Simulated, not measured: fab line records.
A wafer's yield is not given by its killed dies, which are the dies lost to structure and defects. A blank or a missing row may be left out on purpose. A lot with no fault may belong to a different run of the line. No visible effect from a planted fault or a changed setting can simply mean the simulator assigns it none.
8D (eight disciplines) problem report, filled in by code + flow berkeley_cmos170 + the parts of the form that need people (team, actions taken, sign-off) are left out

== 1. WHAT WENT WRONG ==
Across 9 wafers from 3 lots, NLDD_OVL at UCB170_NLDD_OVL_MEAS_07 averages 177 nm, while fault-free wafers read -1 nm with a standard deviation of 4.1. That is +43 standard deviations from the usual mean.
First observed at day 10 02:10: wafer L783.2, on overlay-01. At this step, 45 wafers from 15 lots have a number in the record. Rule for "out" (also "out of limits"): further than 4 standard deviations from the usual mean. The rest of the wafers with a number are treated as sound.

== 2. WHAT IT IS, AND WHAT IT ISN'T ==
| question                    | is                     | is not                                                                                 |
|-----------------------------|------------------------|----------------------------------------------------------------------------------------|
| which readings at this step | NLDD_OVL               | -                                                                                      |
| which lots                  | L783, L784, L786       | L769, L770, L771, L773, L774, L775, L779, L780, L787, L789, L790, L791                 |
| which wafers of those lots  | all that have a number | -                                                                                      |
| read on which gauges        | overlay-01, overlay-02 | -                                                                                      |
| when                        | from day 10 02:10      | up to then (24 sound wafers); but 12 sound wafers of L787, L789, L790, L791 came after |

== 3. WHAT RULES OUT EACH SUSPECT ==
Counting: a tool at any process step up to the reading remains a suspect when it ran all the lots that are out and ran no sound lot after the first of those.
- the gauge at UCB170_NLDD_OVL_MEAS_07 is ruled out. The wafers that are out were read on 2 gauges (overlay-01, overlay-02).
- krf_scanner-01 at UCB170_NLDD_EXPOSE_03 (exposes mask NSELECT, target cd 1200 nm): kept. It ran every lot that is out, first L783 (day 10 01:30), and no sound lot after that; its last sound lot up to then is L775 (day 8 21:43).
Left after counting: krf_scanner-01 at UCB170_NLDD_EXPOSE_03.

== 4. THE CAUSE (what the simulator had put in) ==
Scanner matching overlay: krf_scanner-01, from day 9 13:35 on, at UCB170_NLDD_EXPOSE_03. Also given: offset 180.
Counting left only this tool.

== 5. SEQUENCE OF EFFECTS, ordered by route ==
Each row: a reading whose mean over the struck wafers that have a number lies more than 3 standard deviations from the usual. Scope: only readings with a usual standard deviation given in the record; hours: median across lots of the time from each lot's start at the first step in this table that gives one to its start at this step; sigmas: change in usual standard deviations.
| hours | step                    | reading  | usual | on struck wafers | change | sigmas |
|-------|-------------------------|----------|-------|------------------|--------|--------|
| 0     | UCB170_NLDD_OVL_MEAS_07 | NLDD_OVL | -1 nm | 177              | +178   | +43    |
At these later measuring or inspecting steps, every struck wafer for which the step has a row has a number for every such reading, and none has moved that far: UCB170_NSD_CD_MEAS_06, UCB170_SILICIDE_RS_MEAS_02.

== 6. WHAT WOULD HAVE CAUGHT IT SOONER ==
Counted from the fault's start at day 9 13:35, it took 13 hours until the first out-of-limits reading at a measuring or inspecting step in this record, taken at day 10 02:10.
L786, L784, from the lots that are out (3), started UCB170_NLDD_EXPOSE_03 on krf_scanner-01 later than day 10 02:10. A hold on the tool at that time would have spared those 2.
